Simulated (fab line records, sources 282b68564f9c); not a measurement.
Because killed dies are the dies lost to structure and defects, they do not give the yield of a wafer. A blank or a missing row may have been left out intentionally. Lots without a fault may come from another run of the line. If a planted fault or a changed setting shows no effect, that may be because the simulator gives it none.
Split-lot trial    flow rit-cmos    23 wafers read from 5 lots, route of 202 steps

## SPLIT DETAILS
At RIT_NRETRO_IMPLANT_08, the setting dose-cm2 was moved away from the recipe's 1e+13 on 10 of the 23 wafers read, by -5.9% to -2.6%. The other wafers ran this setting at the recipe's value.

## FROM THE SPLIT ON TO THE READING: in between, the file shows 1 step
- RIT_NRETRO_STRIP_09: strips in O2, time 180 s

## THE READING
NRETRO_TW, at RIT_NRETRO_TW_MEAS_10. On this fab line, fault-free wafers typically give 1062 with a standard deviation of 8.3.

wafer   tool, chamber at the split  dose-cm2 as run  against the recipe  NRETRO_TW  against lot-mates on the recipe
L076.1  implanter-02, 0             1e+13            recipe              1049       -
L076.2  implanter-02, 0             1e+13            recipe              1051       -
L076.6  implanter-02, 0             1e+13            recipe              1058       -
L077.2  implanter-02, 0             1e+13            recipe              1069       -
L077.3  implanter-02, 0             9.413e+12        -5.9%               1047       -20
L077.4  implanter-02, 0             1e+13            recipe              1071       -
L077.5  implanter-02, 0             1e+13            recipe              1061       -
L077.6  implanter-02, 0             9.413e+12        -5.9%               1040       -27
L079.2  implanter-03, 0             9.739e+12        -2.6%               1044       -8
L079.3  implanter-03, 0             1e+13            recipe              1052       -
L079.4  implanter-03, 0             9.739e+12        -2.6%               1050       -2
L079.5  implanter-03, 0             9.739e+12        -2.6%               1051       -1
L079.6  implanter-03, 0             1e+13            recipe              1052       -
L080.1  implanter-01, 0             1e+13            recipe              1081       -
L080.2  implanter-01, 0             1e+13            recipe              1079       -
L080.4  implanter-01, 0             1e+13            recipe              1070       -
L080.5  implanter-01, 0             9.508e+12        -4.9%               1061       -16
L080.6  implanter-01, 0             9.508e+12        -4.9%               1059       -18
L084.1  implanter-03, 0             9.694e+12        -3.1%               1064       -10
L084.2  implanter-03, 0             1e+13            recipe              1075       -
L084.3  implanter-03, 0             1e+13            recipe              1072       -
L084.4  implanter-03, 0             9.694e+12        -3.1%               1061       -12
L084.5  implanter-03, 0             9.694e+12        -3.1%               1057       -16

THE FIT
A straight line over all 23 wafers: NRETRO_TW changes by +2.66 for each +1% of dose-cm2; r = +0.50; the points scatter about the line by 10.
The same after taking each lot's own level away (the mean of its wafers on the recipe; 23 wafers): +3.65 for each +1%; r = +0.89; scatter 4.2.
The reading moves by 21 for the largest change in dose-cm2, on that fit.
The lots' own levels span 1052.0 to 1076.7, that is 3.0 times the standard deviation above.
So the lot-to-lot level blurs the effect unless lot-mates are compared.
Check: -21.2 against its lot-mates is what the line predicts for one of the wafers moved furthest among these (-5.9%) when that wafer is left out of the fit. Against them it came out at -20.

## THESE WAFERS: OTHER SPLITS
These wafers also went through other splits before the reading. Each is held against what the fit with the lots' levels taken away leaves over:
other split on the same wafers     wafers away from the commonest value  r with NRETRO_TW (lot level and that fit taken away)
RIT_ACTIVE_OXIDATION_01 ox-time-s  15                                    +0.39
RIT_ACTIVE_CVD_03 time-s           15                                    -0.22
RIT_ACTIVE_ETCH_13 pressure-mtorr  15                                    +0.22
RIT_FOX1_OXIDATION_00 ox-time-s    15                                    -0.03
RIT_NWELL_IMPLANT_08 energy-kev    5                                     -0.16
RIT_PWELL_SOFTBAKE_02 temp-c       9                                     +0.18
RIT_NRETRO_COAT_01 spin-rpm        4                                     +0.09

## THE FILE'S OWN FIT
NRETRO_TW changes by +3.62 for each +1% of dose-cm2, r = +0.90.
